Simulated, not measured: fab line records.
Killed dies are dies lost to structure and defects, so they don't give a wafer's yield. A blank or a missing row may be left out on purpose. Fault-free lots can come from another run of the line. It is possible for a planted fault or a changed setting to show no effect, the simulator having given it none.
Which tool did it? || flow rit-cmos || 14 lots, 42 wafers sampled, at 2 steps of a route of 202

WHAT THE GAUGES SHOWED, per wafer
RIT_ACTIVE_THK_MEAS_02. Usual: ACTIVE_OXIDE_THK gives 46.6 nm (standard deviation 0.76).
{"lot": "L730", "measured": "day 1 12:16", "on": "film-metro-02", "ACTIVE_OXIDE_THK (nm)": "47.2 46.9 47.9", "flag": ""}
{"lot": "L731", "measured": "day 1 17:14", "on": "film-metro-03", "ACTIVE_OXIDE_THK (nm)": "46.4 47.3 46.8", "flag": ""}
{"lot": "L733", "measured": "day 2 03:04", "on": "film-metro-01", "ACTIVE_OXIDE_THK (nm)": "47.2 46.3 46.8", "flag": ""}
{"lot": "L734", "measured": "day 2 08:03", "on": "film-metro-03", "ACTIVE_OXIDE_THK (nm)": "46.9 47.0 46.9", "flag": ""}
{"lot": "L735", "measured": "day 2 14:07", "on": "film-metro-01", "ACTIVE_OXIDE_THK (nm)": "46.6 47.5 47.1", "flag": ""}
{"lot": "L736", "measured": "day 2 18:12", "on": "film-metro-03", "ACTIVE_OXIDE_THK (nm)": "46.2 47.3 46.7", "flag": ""}
{"lot": "L737", "measured": "day 3 00:35", "on": "film-metro-03", "ACTIVE_OXIDE_THK (nm)": "46.7 47.7 47.4", "flag": ""}
{"lot": "L738", "measured": "day 3 06:47", "on": "film-metro-02", "ACTIVE_OXIDE_THK (nm)": "47.8 47.7 47.3", "flag": ""}
{"lot": "L740", "measured": "day 3 15:21", "on": "film-metro-02", "ACTIVE_OXIDE_THK (nm)": "47.3 47.0 47.9", "flag": ""}
{"lot": "L743", "measured": "day 4 07:06", "on": "film-metro-02", "ACTIVE_OXIDE_THK (nm)": "46.5 46.7 46.9", "flag": ""}
{"lot": "L744", "measured": "day 4 10:03", "on": "film-metro-02", "ACTIVE_OXIDE_THK (nm)": "47.8 47.0 46.7", "flag": ""}
{"lot": "L746", "measured": "day 4 21:26", "on": "film-metro-03", "ACTIVE_OXIDE_THK (nm)": "38.0 38.7 39.2", "flag": "OFF"}
{"lot": "L747", "measured": "day 5 01:51", "on": "film-metro-03", "ACTIVE_OXIDE_THK (nm)": "44.6 40.3 40.7", "flag": "OFF"}
{"lot": "L753", "measured": "day 6 07:38", "on": "film-metro-01", "ACTIVE_OXIDE_THK (nm)": "47.2 46.0 46.9", "flag": ""}

WHAT TOOL EACH LOT RAN ON (gives the tool, then ch and the chambers of the sampled wafers, and finally the start)
{"lot": "L730", "RIT_ACTIVE_OXIDATION_01": "furnace-03 ch 0, day 1 10:17"}
{"lot": "L731", "RIT_ACTIVE_OXIDATION_01": "furnace-01 ch 0, day 1 15:16"}
{"lot": "L733", "RIT_ACTIVE_OXIDATION_01": "furnace-04 ch 0, day 2 01:07"}
{"lot": "L734", "RIT_ACTIVE_OXIDATION_01": "furnace-04 ch 0, day 2 06:07"}
{"lot": "L735", "RIT_ACTIVE_OXIDATION_01": "furnace-01 ch 0, day 2 12:11"}
{"lot": "L736", "RIT_ACTIVE_OXIDATION_01": "furnace-01 ch 0, day 2 16:15"}
{"lot": "L737", "RIT_ACTIVE_OXIDATION_01": "furnace-04 ch 0, day 2 22:38"}
{"lot": "L738", "RIT_ACTIVE_OXIDATION_01": "furnace-03 ch 0, day 3 04:51"}
{"lot": "L740", "RIT_ACTIVE_OXIDATION_01": "furnace-01 ch 0, day 3 13:25"}
{"lot": "L743", "RIT_ACTIVE_OXIDATION_01": "furnace-04 ch 0, day 4 05:09"}
{"lot": "L744", "RIT_ACTIVE_OXIDATION_01": "furnace-04 ch 0, day 4 08:07"}
{"lot": "L746", "RIT_ACTIVE_OXIDATION_01": "furnace-04 ch 0, day 4 19:29"}
{"lot": "L747", "RIT_ACTIVE_OXIDATION_01": "furnace-04 ch 0, day 4 23:54"}
{"lot": "L753", "RIT_ACTIVE_OXIDATION_01": "furnace-03 ch 0, day 6 05:41"}
- RIT_ACTIVE_OXIDATION_01: target thk 46.8 nm, ox time 3360 s.

AS READ BY THE TOOLS THEMSELVES (means over the sampled wafers that have a number; for cases with no such wafer, the mark the record gives instead)
RIT_ACTIVE_OXIDATION_01. Usual: spike-tc-source-C 1024.9 C, standard deviation 2.7; zone-power-load-pct 32.6 %, standard deviation 2.5.
{"lot": "L730", "tool": "furnace-03", "spike-tc-source-C (C)": 1027.7, "zone-power-load-pct (%)": 32.5, "flag": ""}
{"lot": "L731", "tool": "furnace-01", "spike-tc-source-C (C)": 1027.4, "zone-power-load-pct (%)": 36.2, "flag": ""}
{"lot": "L733", "tool": "furnace-04", "spike-tc-source-C (C)": 1022.2, "zone-power-load-pct (%)": 30.0, "flag": ""}
{"lot": "L734", "tool": "furnace-04", "spike-tc-source-C (C)": 1022.9, "zone-power-load-pct (%)": 30.3, "flag": ""}
{"lot": "L735", "tool": "furnace-01", "spike-tc-source-C (C)": 1027.3, "zone-power-load-pct (%)": 35.7, "flag": ""}
{"lot": "L736", "tool": "furnace-01", "spike-tc-source-C (C)": 1027.4, "zone-power-load-pct (%)": 36.0, "flag": ""}
{"lot": "L737", "tool": "furnace-04", "spike-tc-source-C (C)": 1022.3, "zone-power-load-pct (%)": 30.2, "flag": ""}
{"lot": "L738", "tool": "furnace-03", "spike-tc-source-C (C)": 1027.9, "zone-power-load-pct (%)": 32.5, "flag": ""}
{"lot": "L740", "tool": "furnace-01", "spike-tc-source-C (C)": 1028.4, "zone-power-load-pct (%)": 36.0, "flag": ""}
{"lot": "L743", "tool": "furnace-04", "spike-tc-source-C (C)": 1023.6, "zone-power-load-pct (%)": 30.3, "flag": ""}
{"lot": "L744", "tool": "furnace-04", "spike-tc-source-C (C)": 1022.2, "zone-power-load-pct (%)": 30.2, "flag": ""}
{"lot": "L746", "tool": "furnace-04", "spike-tc-source-C (C)": 1021.4, "zone-power-load-pct (%)": 30.4, "flag": ""}
{"lot": "L747", "tool": "furnace-04", "spike-tc-source-C (C)": 1023.0, "zone-power-load-pct (%)": 30.3, "flag": ""}
{"lot": "L753", "tool": "furnace-03", "spike-tc-source-C (C)": 1027.1, "zone-power-load-pct (%)": 32.6, "flag": ""}

THE ANSWER, worked out from the rows above alone
Rule: a lot is off if the mean of its wafers that have a number lies more than 3 standard deviations from the usual mean. A lot without any number at a reading at which 4 lots or more have one is off too. Where the step has rows for the other lots, those lots are counted as sound. After the gauges, taken in route order, come the tools' own readings; for these a lot's mean is taken, as printed above. At the first step where some lot is off, the reading lying furthest off is the one used; lots without a number count as furthest.
Off: L746, L747, at RIT_ACTIVE_THK_MEAS_02 (ACTIVE_OXIDE_THK).
A tool fits if, at a process step before that reading, it ran every lot that is off, and no sound lot after the first of them. The gauges at RIT_ACTIVE_THK_MEAS_02 are tried like those tools. This does not decide it: 2 tools fit, namely furnace-04 at RIT_ACTIVE_OXIDATION_01 and film-metro-03 at RIT_ACTIVE_THK_MEAS_02.

WHAT THE SIMULATOR HAD PUT IN
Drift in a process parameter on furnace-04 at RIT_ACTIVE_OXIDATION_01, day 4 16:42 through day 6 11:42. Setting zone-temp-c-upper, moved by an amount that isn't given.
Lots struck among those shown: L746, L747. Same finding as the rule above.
